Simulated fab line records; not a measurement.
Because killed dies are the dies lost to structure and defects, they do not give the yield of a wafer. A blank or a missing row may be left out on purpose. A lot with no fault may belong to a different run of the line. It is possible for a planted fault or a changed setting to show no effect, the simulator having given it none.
Comparing a struck lot with a sound one / flow rit_cmos / 19 out of 202 route steps
Sound: wafers L752.1, L752.3, L752.4. Wafers struck: L761.3, L761.5, L761.6. Last of all comes the cause.
At each step with rows: each side's tool, then ch and its chambers, then its first start. Under that, the readings that differ: sound wafers / struck wafers / difference of the means / sigmas: that difference in standard deviations of wafers without a fault.
alike: a reading whose means differ by less than 2 such deviations, as well as words and numbers matching on both sides. not compared: withheld readings; readings where some wafer has no value; bounds like >300 that might hide an equal value; numbers whose values overlap and for which the record gives no deviation.
The two part at a step that has a row with sigmas, a row that says differs or no value, or rows on one side only. When numbers do not overlap yet have no deviation, they are printed without sigmas and do not part them. A reading that every wafer of one side lacks parts them only if that side has two wafers or more.

first, 1 step without rows for these wafers: RIT_SILICIDE_WET_ETCH_00 (etches SiO2 in BOE, target depth 14 nm, time 15 s).
RIT_SILICIDE_SPUTTER_01: material Ti, target thk 30 nm, time 240 s.
  sound on pvd_sputter-02 at day 3 16:33; struck on pvd_sputter-03 at day 5 11:27
  alike: throttle_valve_pct
RIT_SILICIDE_RS_MEAS_02: measures by four-point-probe.
  sound on film_metro-02 at day 3 16:42; struck on film_metro-01 at day 5 11:38
reading=SILICIDE_TI_RS (ohm/sq); sound=49.5 49.3 49.3; struck=47.3 47.0 47.1; difference=-2.2; sigmas=-3
RIT_SILICIDE_THK_MEAS_03: measures by xrf.
  sound on film_metro-02 at day 3 16:49; struck on film_metro-01 at day 5 11:44
reading=SILICIDE_TI_THK (nm); sound=28.8 29.0 29.1; struck=30.1 30.3 30.4; difference=+1.3; sigmas=+3
RIT_SILICIDE_RTA_04: time 10 s, ramp up 5 s, ramp down 5 s.
  sound on rtp_anneal-02 ch 0, day 3 16:53; struck on rtp_anneal-02 ch 0, day 5 11:49
  alike: wafer_temp_C_max
then, 1 step without rows for these wafers: RIT_SILICIDE_WET_ETCH_05 (etches Ti in SPM, time 120 s).
RIT_SILICIDE_RTA_06: time 10 s, ramp up 5 s, ramp down 10 s.
  sound on rtp_anneal-02 ch 0, day 3 16:59; struck on rtp_anneal-01 ch 0, day 5 11:55
  alike: wafer_temp_C_max
RIT_CONTACT_CVD_00: deposits SiO2 from TEOS, target thk 400 nm, time 61 s.
  sound on pecvd-01 ch 0,1,2, day 3 17:03; struck on pecvd-01 ch 0,1,2, day 5 11:58
  alike: heater_power_w
RIT_CONTACT_THK_MEAS_01:
  sound on film_metro-01 at day 3 17:06; struck on film_metro-02 at day 5 12:02
  alike: CONTACT_TEOS_THK
then, 3 steps without rows for these wafers: RIT_CONTACT_HMDS_02 (prime time 60 s); RIT_CONTACT_COAT_03 (resist thk 1000 nm); RIT_CONTACT_SOFTBAKE_04 (time 60 s).
RIT_CONTACT_EXPOSE_05: exposes mask M11, target cd 1000 nm.
  sound on iline_stepper-02 ch 0, day 3 17:44; struck on iline_stepper-02 ch 0, day 5 12:34
reading=model.CONTACT.overlay_x_nm (nm); sound=-0.8009 -0.8009 -0.8009; struck=170.9 170.9 170.9; difference=+171.7; sigmas=
  alike: mask, stage_vel_mm_s
then, 2 steps without rows for these wafers: RIT_CONTACT_PEB_06; RIT_CONTACT_DEVELOP_07 (develop time 120 s).
RIT_CONTACT_CD_MEAS_08 targets a cd of 1000 nm.
  sound on cd_sem-02 at day 3 18:15; struck on cd_sem-02 at day 5 13:05
  alike: cd_nm
RIT_CONTACT_OVL_MEAS_09:
  sound on overlay-01 at day 3 18:22; struck on overlay-01 at day 5 13:10
reading=CONTACT_OVL (nm); sound=-1.0 -2.5 -1.1; struck=169.9 169.6 171.6; difference=+171.9; sigmas=+99 or more
then, 1 step without rows for these wafers: RIT_CONTACT_HARDBAKE_10 (time 60 s).
RIT_M1_PROBE_99:
  sound on prober-02 at day 3 23:43; struck on prober-01 at day 5 18:27
reading=model.etest.contact_to_gate.bv_left_v (V); sound=90.21 88.06 89.08; struck=176.9 178.8 176.5; difference=+88.3; sigmas=
  not compared: model.etest.contact_to_gate.bv_right_v, model.etest.contact_to_gate.short

WHERE THEY PART
Earliest at RIT_SILICIDE_RS_MEAS_02; latest, in this record, at RIT_CONTACT_OVL_MEAS_09.

WHY: what had been put in by the simulator
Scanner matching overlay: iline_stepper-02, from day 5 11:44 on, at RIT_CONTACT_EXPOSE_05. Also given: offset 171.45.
